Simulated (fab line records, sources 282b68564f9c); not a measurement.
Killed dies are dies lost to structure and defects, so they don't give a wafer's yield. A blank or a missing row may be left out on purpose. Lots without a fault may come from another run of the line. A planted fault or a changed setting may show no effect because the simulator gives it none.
fab line records | flow rit_cmos
record lots=6 wafers=18 last_day=7
route steps=202 shown ACTIVE@1 FOX1@20 FOX2@23 M1@202
lots that met no fault: from a run of the same line without faults
start_h: hours from the record's first day to the start of the lot's first wafer shown | wait_h: hours since the lot's step before | " the same as in the row above | L1.1+2: a row that stands for several wafers | - no value, or no start given | * or withheld: withheld | < > ~ a bound
route shown NAME@n: a module of which the file shows steps, and the number in the route of the first | usual: mean/standard deviation of fault-free wafers | same: alike in all rows | chamber/n: place in a boat | sites: the reading at each site | _std_site: their standard deviation | _edge_site: outer sites' mean less inner sites' | radius_mm: how far each site lies from the wafer's centre | mask NAME#n: copy n | behind: the tool/chamber that last shaped the wafer | hold: why the lot was held/for how many hours/how that ended | device: the transistor (n, p or np) that didn't switch | end of line: the same wafers' tests at the end of the route | a step without rows: its recipe alone | killed: dies lost to structure and defects at the first sort, not the wafer's yield | map: a wafer's dies, x killed, . not, _ none there
set.NAME: the setting as run; set.NAME@STEP: as run at that earlier step | model.NAME: the simulator's own value behind a step, which no gauge read
lots at some steps of the route; a table a step, a row a wafer
services: from which hour (start_h, from the record's first day; less than 0 if before it) a tool's chamber was out of use, for how many hours, and why
## steps
# step RIT_ACTIVE_BOW_MEAS_00
# recipe mode=bow
# usual INCOMING_BOW=0/6.6
# columns lot.wafer tool chamber start_h wait_h INCOMING_BOW[um]
L868.2 film_metro-04 - 35.02 - 5
L868.3 " - " " -4
L868.6 " - " " -5
L870.1 film_metro-01 - 45.01 - 2
L870.3 " - " " -3
L870.4 " - " " 10
L872.3 film_metro-01 - 55.04 - -6
L872.5 " - " " 5
L872.6 " - " " -9
L876.2 film_metro-01 - 75.02 - -8
L876.3 " - " " 7
L876.5 " - " " -8
L883.1 film_metro-01 - 110.00 - -1
L883.2 " - " " 4
L883.3 " - " " 9
L884.1 film_metro-03 - 115.00 - 5
L884.4 " - " " -8
L884.5 " - " " 7
# step RIT_ACTIVE_OXIDATION_01
# recipe temp_c=1000 ambient=O2 target_thk_a=468 ox_time_s=3360
# step RIT_ACTIVE_THK_MEAS_02
# recipe reads=SiO2_of_ACTIVE_OXIDATION_01
# usual ACTIVE_OXIDE_THK=46.4/0.9
# columns lot.wafer tool chamber start_h wait_h ACTIVE_OXIDE_THK[nm]
L868.2 film_metro-04 - 37.13 0.0 47.2
L868.3 " - " " 47.0
L868.6 " - " " 46.8
L870.1 film_metro-04 - 47.19 0.0 46.9
L870.3 " - " " 46.4
L870.4 " - " " 45.5
L872.3 film_metro-04 - 61.85 0.0 45.0
L872.5 " - " " 45.3
L872.6 " - " " 44.8
L876.2 film_metro-04 - 77.95 0.0 45.6
L876.3 " - " " 45.6
L876.5 " - " " 45.5
L883.1 film_metro-04 - 113.64 0.0 47.4
L883.2 " - " " 47.0
L883.3 " - " " 47.2
L884.1 film_metro-03 - 117.47 0.0 48.3
L884.4 " - " " 48.6
L884.5 " - " " 48.3
# step RIT_ACTIVE_CVD_03
# recipe material=Si3N4 target_thk_nm=150 temp_c=810 precursor=SiH2Cl2/NH3 time_s=1500 pressure_mtorr=300 sih2cl2_flow_sccm=60 nh3_flow_sccm=150
# usual spike_tc_source_C=831.1/1.9
# columns lot.wafer tool chamber start_h wait_h spike_tc_source_C model.Si3N4_of_ACTIVE_CVD_03.thk_nm
L868.2 lpcvd-01 1 37.18 0.0 831.4 147.7
L868.3 " 1 " " 831.9 147.3
L868.6 " 1 " " 834.2 147
L870.1 lpcvd-02 0 47.25 0.1 831.1 112.4
L870.3 " 0 " " 829.3 111.8
L870.4 " 0 " " 829.2 112.6
L872.3 lpcvd-02 0 61.89 0.0 831.8 115.6
L872.5 " 0 " " 833.4 114.8
L872.6 " 0 " " 831.6 115.2
L876.2 lpcvd-01 0 78.74 0.8 835.3 149.3
L876.3 " 0 " " 831.8 148.3
L876.5 " 0 " " 832.0 149.3
L883.1 lpcvd-01 0 113.70 0.1 833.1 149.3
L883.2 " 0 " " 832.7 149.1
L883.3 " 0 " " 834.5 149.2
L884.1 lpcvd-02 0 118.78 1.3 831.0 152.2
L884.4 " 0 " " 831.5 153.4
L884.5 " 0 " " 832.9 152.9
# step RIT_ACTIVE_THK_MEAS_04
# recipe reads=Si3N4_of_ACTIVE_CVD_03
# usual ACTIVE_NITRIDE_THK=150.0/1.5
# columns lot.wafer tool chamber start_h wait_h ACTIVE_NITRIDE_THK[nm]
L868.2 film_metro-01 - 38.61 0.0 147.7
L868.3 " - " " 147.4
L868.6 " - " " 147.0
L870.1 film_metro-04 - 48.66 0.1 112.4
L870.3 " - " " 111.8
L870.4 " - " " 112.6
L872.3 film_metro-04 - 64.04 0.1 115.5
L872.5 " - " " 114.8
L872.6 " - " " 115.1
L876.2 film_metro-04 - 80.16 0.0 149.4
L876.3 " - " " 148.3
L876.5 " - " " 149.3
L883.1 film_metro-01 - 115.83 0.0 149.4
L883.2 " - " " 149.2
L883.3 " - " " 149.2
L884.1 film_metro-03 - 120.19 0.0 152.2
L884.4 " - " " 153.4
L884.5 " - " " 152.9
# step RIT_ACTIVE_HMDS_05
# recipe prime_time_s=60 prime_temp_c=140
# step RIT_ACTIVE_COAT_06
# recipe resist=NOVOLAK spin_rpm=3250 resist_thk_nm=1000
# step RIT_ACTIVE_SOFTBAKE_07
# recipe resist=NOVOLAK temp_c=90 time_s=60
# step RIT_ACTIVE_EXPOSE_08
# recipe mask_id=M1 na=0.6 source_shape=conventional sigma_outer=0.6 target_cd_nm=1400 dose_mj=225
# step RIT_ACTIVE_PEB_09
# recipe resist=NOVOLAK temp_c=withheld time_s=withheld
# step RIT_ACTIVE_DEVELOP_10
# recipe resist=NOVOLAK develop_time_s=50 dev_temp_c=23
# step RIT_ACTIVE_CD_MEAS_11
# recipe target_cd_nm=1400
# usual cd_nm=1400.6/1.9
# columns lot.wafer tool chamber start_h wait_h cd_nm
L868.2 cd_sem-01 - 39.72 - 1402.1
L868.3 " - " " 1402.6
L868.6 " - " " 1401.2
L870.1 cd_sem-01 - 49.70 - 1398.4
L870.3 " - " " 1400.6
L870.4 " - " " 1397.6
L872.3 cd_sem-01 - 65.09 - 1406.7
L872.5 " - " " 1403.4
L872.6 " - " " 1403.0
L876.2 cd_sem-01 - 81.21 - 1399.6
L876.3 " - " " 1403.2
L876.5 " - " " 1401.5
L883.1 cd_sem-01 - 117.04 - 1397.6
L883.2 " - " " 1399.3
L883.3 " - " " 1397.5
L884.1 cd_sem-01 - 121.10 - 1400.4
L884.4 " - " " 1399.4
L884.5 " - " " 1396.8
# step RIT_ACTIVE_HARDBAKE_12
# recipe resist=NOVOLAK temp_c=140 time_s=60
# step RIT_ACTIVE_ETCH_13
# recipe stop_on=SiO2 chemistry=SF6 target=Si3N4 time_s=210 over_etch_frac=0.4 SF6_flow_sccm=200 pressure_mtorr=260 rf_w=125 target_depth_a=2100
# usual chamber_pressure_mTorr=260.02/0.27 drypump_motor_current_A=5.8/0.57 oes_product_au=0.822/0.015 throttle_valve_pct=7.52/0.088
# columns lot.wafer tool chamber start_h wait_h chamber_pressure_mTorr drypump_motor_current_A oes_product_au rf_hours_counter_h throttle_valve_pct model.etch.depth_nm model.ACTIVE.feature_depth_nm
L868.2 rie_diel-01 0 39.97 0.1 259.97 5.7 0.809 163 7.50 147.7 149
L868.3 " 2 " " 260.06 4.9 0.823 3 7.62 147.3 147.4
L868.6 " 2 " " 260.39 4.9 0.828 - 7.61 147 147.1
L870.1 rie_diel-03 2 49.97 0.1 260.43 5.2 0.722 158 7.51 112.4 112.4
L870.3 " 1 " " 260.13 6.2 0.719 88 7.46 111.8 114.2
L870.4 " 0 " " 260.12 6.7 0.719 5 7.46 112.6 112.6
L872.3 rie_diel-02 3 65.32 0.1 259.86 5.5 0.719 86 7.54 115.6 118.3
L872.5 " 3 " " 259.48 5.5 0.716 - 7.53 114.8 117.4
L872.6 " 0 " " 259.45 5.6 0.713 - 7.42 115.2 118.2
L876.2 rie_diel-03 1 81.46 0.1 260.13 6.2 0.830 89 7.46 149.3 151.7
L876.3 " 0 " " 259.56 6.7 0.834 5 7.48 148.3 148.3
L876.5 " 1 " " 259.74 6.2 0.834 - 7.48 149.3 151.6
L883.1 rie_diel-02 2 117.34 0.1 259.89 5.3 0.798 5 7.77 149.3 149.3
L883.2 " 3 " " 260.20 5.5 0.820 87 7.54 149.1 151.7
L883.3 " 0 " " 259.90 5.6 0.809 17 7.42 149.2 152.1
L884.1 rie_diel-03 3 121.37 0.1 259.70 5.7 0.811 10 7.53 152.2 152.2
L884.4 " 1 " " 259.94 6.2 0.842 90 7.45 153.4 155.8
L884.5 " 2 " " 260.18 5.2 0.830 - 7.50 152.9 152.9
# step RIT_ACTIVE_STRIP_14
# recipe chemistry=O2 time_s=180 resist=NOVOLAK platen_temp_c=withheld power_w=500 pressure_mtorr=4000 o2_flow_sccm=4000
# usual chamber_pressure_mTorr=4000/3.9 drypump_motor_current_A=6.2/0.34
# columns lot.wafer tool chamber start_h wait_h chamber_pressure_mTorr drypump_motor_current_A rf_hours_counter_h
L868.2 plasma_asher-04 1 40.10 0.1 4000 6.2 25
L868.3 " 0 " " 4003 6.0 -
L868.6 " 1 " " 4001 6.2 -
L870.1 plasma_asher-04 1 50.10 0.1 3999 6.2 26
L870.3 " 1 " " 3998 6.2 -
L870.4 " 0 " " 4007 6.0 -
L872.3 plasma_asher-01 1 65.51 0.1 4003 6.4 -
L872.5 " 0 " " 3998 5.6 -
L872.6 " 1 " " 3999 6.4 -
L876.2 plasma_asher-04 0 81.59 0.1 4000 6.0 29
L876.3 " 0 " " 4001 6.0 -
L876.5 " 1 " " 4009 6.2 -
L883.1 plasma_asher-03 1 117.47 0.1 4004 6.3 49
L883.2 " 0 " " 4005 6.8 49
L883.3 " 1 " " 4001 6.3 -
L884.1 plasma_asher-04 0 121.51 0.1 4001 6.0 33
L884.4 " 0 " " 3997 6.0 -
L884.5 " 0 " " 4002 6.0 -
# step RIT_ACTIVE_CD_MEAS_90
# recipe target_cd_nm=1400
# usual cd_nm=1400.6/1.9
# columns lot.wafer tool chamber start_h wait_h cd_nm
L868.2 cd_sem-01 - 40.30 0.1 1402.1
L868.3 " - " " 1402.9
L868.6 " - " " 1401.3
L870.1 cd_sem-01 - 50.28 0.1 1397.9
L870.3 " - " " 1400.0
L870.4 " - " " 1398.1
L872.3 cd_sem-01 - 65.67 0.1 1406.2
L872.5 " - " " 1403.4
L872.6 " - " " 1402.2
L876.2 cd_sem-01 - 81.79 0.1 1399.8
L876.3 " - " " 1403.4
L876.5 " - " " 1402.4
L883.1 cd_sem-02 - 117.65 0.1 1397.3
L883.2 " - " " 1399.2
L883.3 " - " " 1397.3
L884.1 cd_sem-02 - 121.68 0.1 1400.4
L884.4 " - " " 1399.2
L884.5 " - " " 1396.9
# step RIT_ACTIVE_CLEAN_15
# recipe chemistry=SC1 mix=3:3:50 time_s=600 temp_c=75
# step RIT_ACTIVE_CLEAN_16
# recipe chemistry=dHF dilution=50:1 time_s=30
# step RIT_ACTIVE_CLEAN_17
# recipe chemistry=SC2 mix=3:3:50 time_s=600 temp_c=75 dry=n2_spin
# step RIT_FOX1_OXIDATION_00
# recipe temp_c=1100 ambient=H2O target_thk_a=3507 p_h2o_torr=720 ox_time_s=1130
# step RIT_FOX1_THK_MEAS_01
# recipe reads=SiO2_of_FOX1_OXIDATION_00
# usual FOX1_OXIDE_THK=350/5.3
# columns lot.wafer tool chamber start_h wait_h FOX1_OXIDE_THK[nm]
L868.2 film_metro-03 - 43.12 0.0 357
L868.3 " - " " 359
L868.6 " - " " 356
L870.1 film_metro-02 - 54.71 0.0 346
L870.3 " - " " 346
L870.4 " - " " 345
L872.3 film_metro-02 - 67.45 0.0 352
L872.5 " - " " 347
L872.6 " - " " 342
L876.2 film_metro-03 - 84.89 0.0 353
L876.3 " - " " 352
L876.5 " - " " 362
L883.1 film_metro-03 - 119.65 0.0 346
L883.2 " - " " 351
L883.3 " - " " 348
L884.1 film_metro-02 - 124.65 0.0 350
L884.4 " - " " 349
L884.5 " - " " 356
# step RIT_FOX1_WET_ETCH_02
# recipe chemistry=BOE target_depth_nm=350 time_s=390 temp_c=21.5 dry=n2_spin dilution=10:1 target=SiO2
# step RIT_FOX2_OXIDATION_00
# recipe temp_c=1100 ambient=H2O target_thk_a=3507 p_h2o_torr=720 ox_time_s=1130
# step RIT_FOX2_THK_MEAS_01
# recipe reads=SiO2_of_FOX2_OXIDATION_00
# usual FOX2_OXIDE_THK=352/6.4
# columns lot.wafer tool chamber start_h wait_h FOX2_OXIDE_THK[nm]
L868.2 film_metro-02 - 44.61 0.0 355
L868.3 " - " " 360
L868.6 " - " " 358
L870.1 film_metro-02 - 59.90 0.0 344
L870.3 " - " " 349
L870.4 " - " " 343
L872.3 film_metro-03 - 68.94 0.0 349
L872.5 " - " " 348
L872.6 " - " " 351
L876.2 film_metro-01 - 89.30 0.0 351
L876.3 " - " " 354
L876.5 " - " " 345
L883.1 film_metro-01 - 121.15 0.0 356
L883.2 " - " " 357
L883.3 " - " " 358
L884.1 film_metro-02 - 126.15 0.0 360
L884.4 " - " " 359
L884.5 " - " " 355
# step RIT_FOX2_CLEAN_02
# recipe chemistry=dHF dilution=50:1 time_s=180
# columns lot.wafer tool chamber start_h wait_h model.Si3N4_of_ACTIVE_CVD_03.thk_nm
L868.2 wet_bench-04 1 44.66 0.0 128.5
L868.3 " 1 " " 128
L868.6 " 1 " " 127.7
L870.1 wet_bench-04 1 59.96 0.1 93.16
L870.3 " 1 " " 92.6
L870.4 " 1 " " 93.41
L872.3 wet_bench-04 3 68.98 0.0 96.42
L872.5 " 3 " " 95.61
L872.6 " 3 " " 95.94
L876.2+5 wet_bench-01 2 89.35 0.0 130.1
L876.3 " 2 " " 129.1
L883.1 wet_bench-04 0 121.21 0.1 130.1
L883.2 " 0 " " 129.9
L883.3 " 0 " " 130
L884.1 wet_bench-01 0 126.21 0.1 133
L884.4 " 0 " " 134.2
L884.5 " 0 " " 133.7
# step RIT_FOX2_WET_ETCH_03
# recipe chemistry=H3PO4 target=Si3N4 target_depth_nm=195 temp_c=165 time_s=2700
# step RIT_M1_PROBE_99
# usual killed_at_contacts=0.1/0.27 killed_at_front_end=6/3 killed_dies=7/3 killed_open=3.1/2 killed_short=3.4/2
# same gross_dies=264 killed_at_M0_to_M3=0 killed_at_M4_up=0 killed_at_back_side=0 killed_at_other=0
# columns lot.wafer tool chamber start_h wait_h killed_at_contacts killed_at_front_end killed_dies killed_open killed_short model.etest.pldd.width_nm model.etest.nldd.width_nm model.etest.nplus_sal.width_nm model.etest.pplus_sal.width_nm model.etest.nmos_narrow.drive_ua_um model.etest.pmos_narrow.drive_ua_um
L868.2 prober-02 - 89.69 0.1 0 9 9 3 6 3178 3170 3421 3411 237.1 106.4
L868.3 prober-02 - 89.74 0.2 0 5 5 2 3 3170 3165 3410 3414 236.5 107.9
L868.6 prober-02 - 89.89 0.2 0 9 9 5 4 3174 3158 3421 3440 238.3 106.2
L870.1 prober-02 - 100.21 0.1 0 8 8 5 3 3141 3146 3401 3410 219.4 99.14
L870.3 prober-02 - 100.31 0.2 0 4 4 1 3 3166 3142 3428 3414 216.4 97.47
L870.4 prober-02 - 100.36 0.2 0 6 6 3 3 3163 3158 3391 3420 219.6 98.92
L872.3 prober-02 - 119.07 0.2 0 4 4 3 1 3151 3134 3421 3411 227.1 102.6
L872.5 prober-02 - 119.17 0.2 1 5 6 4 2 3158 3145 3429 3405 221 101.2
L872.6 prober-02 - 119.22 0.2 0 9 9 6 3 3148 3161 3473 3456 220.8 98.74
L876.2 prober-02 - 133.77 0.1 0 7 7 4 3 3190 3201 3464 3447 221.6 102.6
L876.3 prober-02 - 133.82 0.2 0 7 7 4 3 3202 3164 3467 3453 235 107.8
L876.5 prober-02 - 133.92 0.2 1 11 12 5 7 3199 3183 3458 3453 223.7 102.5
L883.1 prober-01 - 163.26 0.1 0 1 1 1 0 3164 3185 3454 3484 231.9 102.5
L883.2 prober-01 - 163.31 0.1 0 10 10 4 6 3160 3180 3434 3420 225.2 101.4
L883.3 prober-01 - 163.36 0.2 0 4 4 3 1 3163 3140 3438 3449 234.2 103.3
L884.1 prober-02 - 168.21 0.1 0 4 4 0 4 3143 3134 3422 3415 215.6 99.06
L884.4 prober-02 - 168.36 0.2 0 3 3 2 1 3147 3134 3441 3450 213.4 98.89
L884.5 prober-02 - 168.41 0.2 0 4 4 3 1 3147 3151 3395 3419 217.9 99.25
# killed by level:class
L868.2 FOX1:geometric_particle:short=2 GATE:geometric_particle:open=2 SPACER:geometric_particle:short=2 ACTIVE:geometric_particle:short=1 FOX2:geometric_particle:short=1 SILICIDE:geometric_particle:open=1
L868.3 FOX1:geometric_particle:open=1 GATE:geometric_particle:short=1 REOX:geometric_particle:short=1 SPACER:geometric_particle:open=1 SILICIDE:geometric_particle:short=1
L868.6 GATE:geometric_particle:short=3 FOX2:geometric_particle:open=2 SPACER:geometric_particle:open=2 FOX1:geometric_particle:short=1 GATE:geometric_particle:open=1
L870.1 REOX:geometric_particle:short=2 FOX2:geometric_particle:open=1 GATE:geometric_particle:open=1 REOX:geometric_particle:open=1 SPACER:geometric_particle:open=1 SILICIDE:geometric_particle:open=1 SILICIDE:geometric_particle:short=1
L870.3 SPACER:geometric_particle:short=2 REOX:geometric_particle:open=1 SILICIDE:geometric_particle:short=1
L870.4 SPACER:geometric_particle:open=2 FOX2:geometric_particle:short=1 GATE:geometric_particle:short=1 SILICIDE:geometric_particle:short=1 SILICIDE:geometric_particle:open=1
L872.3 REOX:geometric_particle:open=2 GATE:geometric_particle:open=1 SILICIDE:geometric_particle:short=1
L872.5 FOX1:geometric_particle:open=1 FOX1:geometric_particle:short=1 GATE:geometric_particle:open=1 SPACER:geometric_particle:short=1 SILICIDE:geometric_particle:open=1 CONTACT:geometric_particle:open=1
L872.6 GATE:geometric_particle:open=5 FOX1:geometric_particle:open=1 FOX2:geometric_particle:short=1 GATE:geometric_particle:short=1 REOX:geometric_particle:short=1
L876.2 GATE:geometric_particle:open=2 FOX2:geometric_particle:short=1 FOX2:geometric_particle:open=1 GATE:geometric_particle:short=1 REOX:geometric_particle:open=1 REOX:geometric_particle:short=1
L876.3 REOX:geometric_particle:open=2 FOX1:geometric_particle:short=1 FOX2:geometric_particle:short=1 REOX:geometric_particle:short=1 SPACER:geometric_particle:open=1 SILICIDE:geometric_particle:open=1
L876.5 GATE:geometric_particle:open=3 REOX:geometric_particle:short=3 REOX:geometric_particle:open=2 FOX2:geometric_particle:short=1 GATE:geometric_particle:short=1 SPACER:geometric_particle:short=1 CONTACT:geometric_particle:short=1
L883.1 FOX2:geometric_particle:open=1
L883.2 GATE:geometric_particle:open=2 GATE:geometric_particle:short=2 SILICIDE:geometric_particle:open=2 SILICIDE:geometric_particle:short=2 REOX:geometric_particle:short=1 SPACER:geometric_particle:short=1
L883.3 GATE:geometric_particle:open=3 SILICIDE:geometric_particle:short=1
L884.1 REOX:geometric_particle:short=2 SPACER:geometric_particle:short=1 SILICIDE:geometric_particle:short=1
L884.4 FOX1:geometric_particle:open=1 FOX2:geometric_particle:open=1 SPACER:geometric_particle:short=1
L884.5 FOX2:geometric_particle:open=2 GATE:geometric_particle:short=1 REOX:geometric_particle:open=1
## services
# columns tool chamber start_h hours kind
plasma_asher-01 - 15.18 0.6 repair
rie_diel-01 3 23.50 10.1 repair
rie_diel-01 1 29.18 3.3 repair
rie_diel-03 3 29.23 4.8 repair
plasma_asher-03 - 56.59 2.4 repair
rie_diel-01 0 76.22 - clean
rie_diel-01 0 76.22 24.8 scheduled_down
rie_diel-01 0 76.22 24.8 vent_cycle
rie_diel-01 3 77.46 16.6 repair
lpcvd-01 - 86.13 1.0 repair
rie_diel-03 2 104.07 - clean
rie_diel-03 2 104.07 17.1 scheduled_down
rie_diel-03 2 104.07 17.1 vent_cycle
plasma_asher-01 - 108.75 9.0 pm
plasma_asher-01 0 108.75 9.0 vent_cycle
plasma_asher-01 1 108.75 9.0 vent_cycle
rie_diel-03 0 112.56 7.1 repair
plasma_asher-01 0 117.75 - clean
plasma_asher-01 1 117.75 - clean
## key
first_sign step=RIT_ACTIVE_THK_MEAS_04 reading=ACTIVE_NITRIDE_THK direction=down sigmas=25 usual=150.0 struck=113.7
effect step=RIT_ACTIVE_ETCH_13 reading=oes_product_au direction=down sigmas=7.1 usual=0.822 struck=0.718
model_effect step=RIT_ACTIVE_CVD_03 value=Si3N4_of_ACTIVE_CVD_03.thk_nm without=151.2 struck=113.7
model_effect step=RIT_ACTIVE_ETCH_13 value=etch.depth_nm without=151.2 struck=113.7
model_effect step=RIT_FOX2_CLEAN_02 value=Si3N4_of_ACTIVE_CVD_03.thk_nm without=132 struck=94.52
model_effect step=RIT_M1_PROBE_99 value=etest.pldd.width_nm without=3205 struck=3154
met_at RIT_ACTIVE_CVD_03
struck_wafers L870.1,L870.3,L870.4,L872.3,L872.5,L872.6
tester_left_out L870,L872
fault kind=process_parameter_drift tool=lpcvd-02 chamber=0 onset_h=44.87 steps=RIT_ACTIVE_CVD_03 channel=time_s offset=* shape=step end_h=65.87 acts_in=* stated=*
# tester_left_out: of these lots the tester's yield and bins aren't shown, on N5 and GAA mostly nor the transistor test; their killed dies are dies lost to structure and defects alone, not to doping, threshold or leakage, so they don't give the yield
